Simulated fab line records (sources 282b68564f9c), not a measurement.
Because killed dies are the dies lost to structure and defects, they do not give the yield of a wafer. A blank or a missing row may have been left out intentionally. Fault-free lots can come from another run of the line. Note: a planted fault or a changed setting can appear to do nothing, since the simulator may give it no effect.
Lot-split experiment | flow rit-cmos | 23 wafers read from 5 lots, route of 202 steps

## ABOUT THE SPLIT
At RIT_NSD_IMPLANT_08, the setting energy-kev was moved away from the recipe's 25 on 10 of the 23 wafers read, by +1.6% to +5.0%. This setting was run at the recipe's value on the other wafers.

Reading taken at the split's own step.

## THE READING
implant.drp-nm (the simulator's own value, which no gauge read), in nm, at RIT_NSD_IMPLANT_08. No usual value for it is given in the file.

wafer  | tool, chamber at the split | energy-kev as run | against the recipe | implant.drp-nm, nm | against lot-mates on the recipe
L076.1 | implanter-02, 0            | 25                | recipe             | 14.84              | -
L076.3 | implanter-02, 0            | 25                | recipe             | 14.84              | -
L076.6 | implanter-02, 0            | 25                | recipe             | 14.84              | -
L077.1 | implanter-04, 0            | 25                | recipe             | 14.84              | -
L077.6 | implanter-04, 0            | 25                | recipe             | 14.84              | -
L077.3 | implanter-04, 0            | 26.26             | +5.0%              | 15.28              | +0.44
L077.4 | implanter-04, 0            | 26.26             | +5.0%              | 15.28              | +0.44
L077.5 | implanter-04, 0            | 26.26             | +5.0%              | 15.28              | +0.44
L078.1 | implanter-02, 0            | 25.39             | +1.6%              | 14.98              | +0.14
L078.4 | implanter-02, 0            | 25.39             | +1.6%              | 14.98              | +0.14
L078.5 | implanter-02, 0            | 25.39             | +1.6%              | 14.98              | +0.14
L078.2 | implanter-02, 0            | 25                | recipe             | 14.84              | -
L078.3 | implanter-02, 0            | 25                | recipe             | 14.84              | -
L080.1 | implanter-03, 0            | 26.22             | +4.9%              | 15.27              | +0.43
L080.5 | implanter-03, 0            | 26.22             | +4.9%              | 15.27              | +0.43
L080.2 | implanter-03, 0            | 25                | recipe             | 14.84              | -
L080.3 | implanter-03, 0            | 25                | recipe             | 14.84              | -
L080.6 | implanter-03, 0            | 25                | recipe             | 14.84              | -
L084.1 | implanter-02, 0            | 25                | recipe             | 14.84              | -
L084.2 | implanter-02, 0            | 25                | recipe             | 14.84              | -
L084.5 | implanter-02, 0            | 25                | recipe             | 14.84              | -
L084.3 | implanter-02, 0            | 25.83             | +3.3%              | 15.13              | +0.29
L084.4 | implanter-02, 0            | 25.83             | +3.3%              | 15.13              | +0.29

FIT RESULTS
A straight line over all 23 wafers: implant.drp-nm changes by +0.0876 nm for each +1% of energy-kev; r = +1.00; the points scatter about the line by 0.0016 nm.
The same after taking each lot's own level away (the mean of its wafers on the recipe; 23 wafers): +0.0876 nm for each +1%; r = +1.00; scatter 0.0016 nm.
That fit puts the effect of the largest move of energy-kev on the reading at 0.44 nm.
The lots' own levels span 14.840 to 14.840 nm.
So the lot-to-lot level changes the slope little: the two slopes agree.
Check: with one of the wafers moved furthest among these (+5.0%) left out of the fit, the line predicts +0.442 nm for it against its lot-mates. It came out at +0.44 nm against them.

## THE OTHER SPLITS THESE WAFERS WENT THROUGH
Other splits were also applied to these wafers ahead of the reading. Each is held against what the fit with the lots' levels taken away leaves over:
other split on the same wafers | wafers away from the commonest value | r with implant.drp-nm (lot level and that fit taken away)
RIT_NSD_SOFTBAKE_02 temp-c     | 9                                    | +0.45

## THE WHOLE CHAIN: every reading that the file lists as answering this split, in the file's order
step               | what it does | reading                                                         | change (the file's fit)                | r (the file's)
RIT_NSD_IMPLANT_08 |              | implant.rp-nm (the simulator's own value, which no gauge read)  | +0.218 nm for each +1% of the setting  | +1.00
RIT_NSD_IMPLANT_08 |              | implant.drp-nm (the simulator's own value, which no gauge read) | +0.0887 nm for each +1% of the setting | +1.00

## FILE'S OWN FIT
implant.drp-nm changes by +0.0887 nm for each +1% of energy-kev, r = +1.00.
